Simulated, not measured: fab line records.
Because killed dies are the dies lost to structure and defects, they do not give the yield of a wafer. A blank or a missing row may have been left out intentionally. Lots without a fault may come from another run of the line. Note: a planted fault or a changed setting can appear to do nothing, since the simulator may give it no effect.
A lot that was struck, set against a sound lot ; flow berkeley-cmos170 ; 16 steps out of a route of 331
Sound: the wafers L643.3, L643.5, L643.6. The struck wafers were L656.4, L656.5, L656.6. The cause comes at the end.
At each step with rows: each side's tool, then ch and its chambers, then its first start. Under that, the readings that differ: sound wafers ; struck wafers ; difference of the means ; sigmas: that difference in standard deviations of wafers without a fault.
alike: a reading whose means differ by less than 2 such deviations, as well as words and numbers matching on both sides. not compared: withheld readings; readings where some wafer has no value; bounds like >300 that might hide an equal value; numbers whose values overlap and for which the record gives no deviation.
Wherever a step has rows on one side only, a row that says differs or no value, or a row with sigmas, the two part there. Numbers that have no deviation but don't overlap get no sigmas and don't part them. Lack of a reading on every wafer of one side parts them only where that side has two or more wafers.

first, 2 steps without rows for these wafers: UCB170_M2_COAT_05 (resist thk 900 nm); UCB170_M2_SOFTBAKE_06 (time 60 s).
UCB170_M2_STRIP_07: strips in O2.
  sound on plasma-asher-04 ch 0,1, day 10 11:32; struck on plasma-asher-02 ch 0,1, day 13 05:31
  alike: drypump-motor-current-A, oes-product-au, strip-time-to-endpoint-s
  not compared: rf-hours-counter-h
then, 7 steps without rows for these wafers: UCB170_M2_STRIP_08 (strips KrF in DMSO, time 600 s); UCB170_M2_COAT_09; UCB170_M2_COAT_10 (resist thk 900 nm); UCB170_M2_SOFTBAKE_11 (time 60 s); UCB170_M2_EXPOSE_12 (exposes mask METAL2, target cd 700 nm); UCB170_M2_PEB_13; UCB170_M2_DEVELOP_14 (develop time 45 s).
UCB170_M2_CD_MEAS_15: target cd 700 nm.
  struck on cd-sem-02, day 13 06:40; sound on cd-sem-02, day 10 13:27
  alike: cd-nm
UCB170_M2_OVL_MEAS_16:
  struck on overlay-02, day 13 06:44; sound on overlay-02, day 10 13:32
reading;sound;struck;difference;sigmas
M2_OVL (nm);11 13 10;-1 -8 -1;-15;-3
UCB170_M2_ETCH_17: etches BARC in N2/H2.
  sound on rie-diel-02 ch 0,1,3, day 10 13:34; struck on rie-diel-02 ch 0,1, day 13 06:46
  no value came back on the struck wafers for any of 5 readings (bias-w (W), chamber-pressure-mTorr (mTorr) and others); on the sound wafers bias-w (W) reads 100.4 100.1 100.2
UCB170_M2_METAL_ETCH_18: etches Al in Cl2/BCl3, stops on SiO2, target depth 1170 nm, time 195 s.
  sound on rie-metal-04 ch 0,1, day 10 13:40; struck on rie-metal-01 ch 0,1, day 13 06:52
reading;sound;struck;difference;sigmas
oes-product-au (a.u.);0.863 0.839 0.861;0.375 0.390 0.373;-0.475;-28
  alike: bcl3-flow-sccm, bias-w, drypump-motor-current-A, throttle-valve-pct
  not compared: rf-hours-counter-h
UCB170_M2_STRIP_19: strips in O2.
  sound on plasma-asher-02 ch 0,1, day 10 13:50; struck on plasma-asher-02 ch 0,1, day 13 07:01
reading;sound;struck;difference;sigmas
oes-product-au (a.u.);0.598 0.599 0.605;0.526 0.542 0.529;-0.068;-2
  alike: drypump-motor-current-A
  not compared: rf-hours-counter-h
UCB170_M2_CD_MEAS_90: target cd 700 nm.
  struck on cd-sem-02, day 13 07:09; sound on cd-sem-02, day 10 13:56
reading;sound;struck;difference;sigmas
cd-nm (nm);707 706 709;- - -;no value on the struck wafers;

## WHERE THEY PART
Last at UCB170_M2_CD_MEAS_90 as far as this record goes, first at UCB170_M2_OVL_MEAS_16.

WHY: what the simulator had put in
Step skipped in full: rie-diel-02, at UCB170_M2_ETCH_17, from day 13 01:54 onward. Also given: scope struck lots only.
